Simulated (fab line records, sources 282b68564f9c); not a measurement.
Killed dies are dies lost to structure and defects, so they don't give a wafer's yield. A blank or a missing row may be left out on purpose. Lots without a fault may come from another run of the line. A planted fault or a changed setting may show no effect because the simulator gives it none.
Chamber matching | flow rit_cmos | RIT_CONTACT_CVD_00 on pecvd-01: 3 sister chambers
The step deposits SiO2 from TEOS, target thk 400 nm, time 61 s. 14 wafers are shown with their chamber, then 7 later ones without.

WAFERS WITH THEIR CHAMBER
wafer  | chamber | heater_power_w (W)
L462.1 | 0       | 382
L462.4 | 1       | 275
L462.5 | 0       | 278
L468.3 | 1       | 339
L468.4 | 0       | 343
L468.6 | 2       | 320
L471.1 | 0       | 372
L471.3 | 1       | 330
L471.5 | 1       | 331
L474.3 | 1       | 313
L474.5 | 2       | 350
L474.6 | 0       | 278
L477.3 | 1       | 312
L477.4 | 1       | 323

SIGNATURES (means of the wafers above)
reading        | chamber 0 | chamber 1 | chamber 2 | scatter within a chamber
heater_power_w | 330.60    | 317.57    | 335.00    | 34.6
Rule: a wafer's distance from a chamber is the root of the sum, over the readings, of the square of ((its reading less the chamber's mean) divided by the reading's scatter). The wafer belongs to the nearest chamber; if the next one is less than 2 further off, it can't be placed. The scatter: the root of (the sum of the squares of (reading less its chamber's mean) over the shown wafers, divided by (wafers less chambers)).

WAFERS WITHOUT THEIR CHAMBER
wafer  | heater_power_w (W)
L477.6 | 334
L480.1 | 313
L480.3 | 293
L480.5 | 326
L483.1 | 373
L483.4 | 311
L483.5 | 314

WHICH CHAMBER EACH WENT THROUGH
wafer  | from the rows above          | in truth
L477.6 | can't be placed: 2 or 0 or 1 | 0
L480.1 | can't be placed: 1 or 0 or 2 | 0
L480.3 | can't be placed: 1 or 0 or 2 | 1
L480.5 | can't be placed: 0 or 1 or 2 | 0
L483.1 | can't be placed: 2 or 0 or 1 | 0
L483.4 | can't be placed: 1 or 0 or 2 | 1
L483.5 | can't be placed: 1 or 0 or 2 | 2
Placed correctly: 0 of 7. Can't be placed from these rows: 7 (the true chamber is among the candidates in 7). Placed wrongly: 0.
